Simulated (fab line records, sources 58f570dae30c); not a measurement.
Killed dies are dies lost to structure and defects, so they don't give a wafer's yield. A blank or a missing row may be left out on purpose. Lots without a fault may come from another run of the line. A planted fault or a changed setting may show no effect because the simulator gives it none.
Which tool did it? | flow berkeley_cmos170 | 14 lots, 42 wafers sampled, at 5 steps of a route of 331

WHAT THE GAUGES READ, wafer by wafer
UCB170_ACTIVE_THK_MEAS_06. Usual: ACTIVE_NITRIDE_THK 218.6 nm, standard deviation 2.
lot  | measured    | on            | ACTIVE_NITRIDE_THK (nm) | flag
L152 | day 3 15:14 | film_metro-03 | 221.8 220.7 220.4       |
L153 | day 4 02:10 | film_metro-02 | 216.6 218.4 217.9       |
L156 | day 4 21:14 | film_metro-04 | 219.6 219.4 220.7       |
L157 | day 5 04:16 | film_metro-03 | 219.2 218.5 219.1       |
L158 | day 5 04:17 | film_metro-04 | 217.5 216.8 219.4       |
L159 | day 5 04:18 | film_metro-02 | 218.5 218.9 217.8       |
L160 | day 5 09:12 | film_metro-04 | 216.7 220.1 218.9       |
L161 | day 6 02:01 | film_metro-04 | 217.9 217.2 216.8       |
L162 | day 6 02:00 | film_metro-02 | 219.1 219.1 218.8       |
L164 | day 6 12:41 | film_metro-03 | 219.5 218.9 219.9       |
L166 | day 6 19:23 | film_metro-04 | 219.2 221.2 220.9       |
L172 | day 8 06:58 | film_metro-04 | 205.1 207.8 205.8       | OFF
L173 | day 8 06:58 | film_metro-02 | 210.2 209.5 207.7       | OFF
L175 | day 8 14:26 | film_metro-04 | 216.6 216.9 216.7       |

UCB170_V2_CD_MEAS_90: target cd 700 nm. Usual: cd_nm 699.9 nm, standard deviation 1.3.
lot  | measured     | on        | cd_nm (nm)        | flag
L152 | day 7 04:54  | cd_sem-02 | 699.3 703.0 699.6 |
L153 | day 7 07:07  | cd_sem-01 | 699.2 698.5 699.4 |
L156 | day 8 03:55  | cd_sem-01 | 698.8 697.1 697.7 |
L157 | day 8 09:58  | cd_sem-01 | 700.3 701.2 700.3 |
L158 | day 8 10:10  | cd_sem-01 | 701.0 697.5 699.6 |
L159 | day 8 10:14  | cd_sem-02 | 701.0 700.4 699.7 |
L160 | day 8 09:40  | cd_sem-02 | 701.7 702.5 701.2 |
L161 | day 9 11:29  | cd_sem-01 | 699.7 699.7 700.7 |
L162 | day 9 10:44  | cd_sem-01 | 700.3 700.5 699.6 |
L164 | day 10 00:58 | cd_sem-01 | 698.6 698.2 698.3 |
L166 | day 10 11:25 | cd_sem-01 | 698.6 700.3 700.8 |
L172 | day 11 15:18 | cd_sem-01 | 700.4 700.1 698.7 |
L173 | day 11 15:04 | cd_sem-02 | 700.7 700.4 701.6 |
L175 | day 12 09:01 | cd_sem-02 | 698.3 700.4 698.9 |

WHICH TOOL RAN EACH LOT (tool, then ch and the chambers of the sampled wafers, then the start)
lot  | UCB170_ZERO_ETCH_06               | UCB170_PWELL_ETCH_14              | UCB170_ACTIVE_CVD_05
L152 | rie_diel-03 ch 1,3, day 1 19:35   | rie_diel-01 ch 1,3, day 2 19:14   | lpcvd-02 ch 0, day 3 13:17
L153 | rie_diel-03 ch 1,2, day 2 01:02   | rie_diel-03 ch 1,2,3, day 3 04:19 | lpcvd-02 ch 1, day 4 00:14
L156 | rie_diel-01 ch 0,2,3, day 2 14:48 | rie_diel-04 ch 1,2,3, day 3 15:43 | lpcvd-02 ch 1, day 4 19:19
L157 | rie_diel-02 ch 2,3, day 2 21:20   | rie_diel-01 ch 1,2,3, day 4 00:44 | lpcvd-02 ch 1, day 5 02:20
L158 | rie_diel-02 ch 0,3, day 3 02:25   | rie_diel-03 ch 1,2, day 4 03:23   | lpcvd-02 ch 0, day 5 02:20
L159 | rie_diel-01 ch 0,3, day 3 04:05   | rie_diel-04 ch 0,1,3, day 4 03:01 | lpcvd-02 ch 1, day 5 02:20
L160 | rie_diel-02 ch 0,3, day 3 09:44   | rie_diel-04 ch 0,2,3, day 4 09:28 | lpcvd-01 ch 0, day 5 07:17
L161 | rie_diel-01 ch 0,2,3, day 3 15:19 | rie_diel-04 ch 1,2, day 5 02:58   | lpcvd-02 ch 0, day 6 00:05
L162 | rie_diel-02 ch 0,3, day 3 19:50   | rie_diel-04 ch 0,1, day 5 03:42   | lpcvd-02 ch 1, day 6 00:05
L164 | rie_diel-02 ch 0,3, day 4 07:13   | rie_diel-03 ch 1,3, day 5 10:31   | lpcvd-01 ch 1, day 6 10:46
L166 | rie_diel-03 ch 0,2,3, day 4 17:47 | rie_diel-03 ch 0,2, day 5 22:22   | lpcvd-02 ch 0, day 6 17:27
L172 | rie_diel-01 ch 0,1,2, day 5 21:46 | rie_diel-01 ch 0,1,3, day 7 03:48 | lpcvd-02 ch 0, day 8 05:03
L173 | rie_diel-03 ch 0,1, day 6 02:47   | rie_diel-04 ch 2,3, day 7 06:01   | lpcvd-02 ch 1, day 8 05:03
L175 | rie_diel-02 ch 1,2,3, day 6 13:05 | rie_diel-01 ch 0,3, day 7 14:26   | lpcvd-01 ch 1, day 8 12:32
- UCB170_ZERO_ETCH_06: etches SiO2 in CHF3/CF4/Ar, time 12 s.
- UCB170_PWELL_ETCH_14: etches Si3N4 in CH3F/Ar/O2, stops on SiO2, target depth 242 nm, time 151 s.
- UCB170_ACTIVE_CVD_05: deposits Si3N4 from SiH2Cl2/NH3, target thk 220 nm, time 3300 s.

WHAT THE TOOLS THEMSELVES READ (means of the sampled wafers that have a number; where no wafer has one, the mark that the record gives instead)
UCB170_ZERO_ETCH_06. Usual: drypump_motor_current_A 5.8 A, standard deviation 0.51; oes_product_au 0.612 a.u., standard deviation 0.012; throttle_valve_pct 9.21 %, standard deviation 0.15.
lot  | tool        | drypump_motor_current_A (A) | oes_product_au (a.u.) | throttle_valve_pct (%) | flag
L152 | rie_diel-03 | 5.8                         | 0.616                 | 9.09                   |
L153 | rie_diel-03 | 5.4                         | 0.608                 | 9.40                   |
L156 | rie_diel-01 | 6.3                         | 0.616                 | 9.25                   |
L157 | rie_diel-02 | 6.1                         | 0.617                 | 9.05                   |
L158 | rie_diel-02 | 5.7                         | 0.602                 | 9.20                   |
L159 | rie_diel-01 | 6.2                         | 0.627                 | 9.24                   |
L160 | rie_diel-02 | 5.4                         | 0.600                 | 9.12                   |
L161 | rie_diel-01 | 6.3                         | 0.619                 | 9.24                   |
L162 | rie_diel-02 | 5.7                         | 0.598                 | 9.21                   |
L164 | rie_diel-02 | 5.7                         | 0.601                 | 9.21                   |
L166 | rie_diel-03 | 5.9                         | 0.613                 | 9.30                   |
L172 | rie_diel-01 | 6.0                         | 0.613                 | 9.29                   |
L173 | rie_diel-03 | 5.8                         | 0.613                 | 9.09                   |
L175 | rie_diel-02 | 5.6                         | 0.612                 | 9.09                   |

UCB170_PWELL_ETCH_14. Usual: drypump_motor_current_A 5.9 A, standard deviation 0.45; oes_product_au 0.937 a.u., standard deviation 0.014; throttle_valve_pct 8.01 %, standard deviation 0.15.
lot  | tool        | drypump_motor_current_A (A) | oes_product_au (a.u.) | throttle_valve_pct (%) | flag
L152 | rie_diel-01 | 5.5                         | 0.958                 | 8.05                   |
L153 | rie_diel-03 | 5.6                         | 0.925                 | 8.06                   |
L156 | rie_diel-04 | 5.7                         | 0.933                 | 7.97                   |
L157 | rie_diel-01 | 5.9                         | 0.961                 | 8.01                   |
L158 | rie_diel-03 | 5.5                         | 0.919                 | 8.20                   |
L159 | rie_diel-04 | 6.0                         | 0.939                 | 7.96                   |
L160 | rie_diel-04 | 5.8                         | 0.945                 | 7.98                   |
L161 | rie_diel-04 | 5.4                         | 0.941                 | 7.90                   |
L162 | rie_diel-04 | 6.0                         | 0.930                 | 7.87                   |
L164 | rie_diel-03 | 5.8                         | 0.942                 | 7.93                   |
L166 | rie_diel-03 | 5.7                         | 0.918                 | 8.24                   |
L172 | rie_diel-01 | 5.9                         | 0.946                 | 8.10                   |
L173 | rie_diel-04 | 5.5                         | 0.949                 | 7.99                   |
L175 | rie_diel-01 | 6.2                         | 0.937                 | 8.04                   |

THE ANSWER, worked out from the rows above alone
Rule: a lot is off if the mean of its wafers that have a number lies more than 3 standard deviations from the usual mean. A lot without any number at a reading at which 4 lots or more have one is off too. The other lots that the step has rows for count as sound. The gauges are gone through in route order, then the tools' own readings, and for those a lot's mean is taken as printed above. The first step at which some lot is off is used, and at that step the reading that is off furthest; a lot without a number counts as furthest.
Off: L172, L173, at UCB170_ACTIVE_THK_MEAS_06 (ACTIVE_NITRIDE_THK).
A tool fits if, at a process step before that reading, it ran every lot that is off, and no sound lot after the first of them. The gauges at UCB170_ACTIVE_THK_MEAS_06 are tried like those tools. One fits: lpcvd-02 at UCB170_ACTIVE_CVD_05. Its last sound lot is L166 (day 6 17:27), its first lot that is off L172 (day 8 05:03): a fault that began between those two fits.

WHAT THE SIMULATOR HAD PUT IN
Process parameter drift: lpcvd-02, from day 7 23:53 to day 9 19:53, at UCB170_ACTIVE_CVD_05. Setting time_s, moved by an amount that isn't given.
Lots struck among those shown: L172, L173. The rule above found the same.
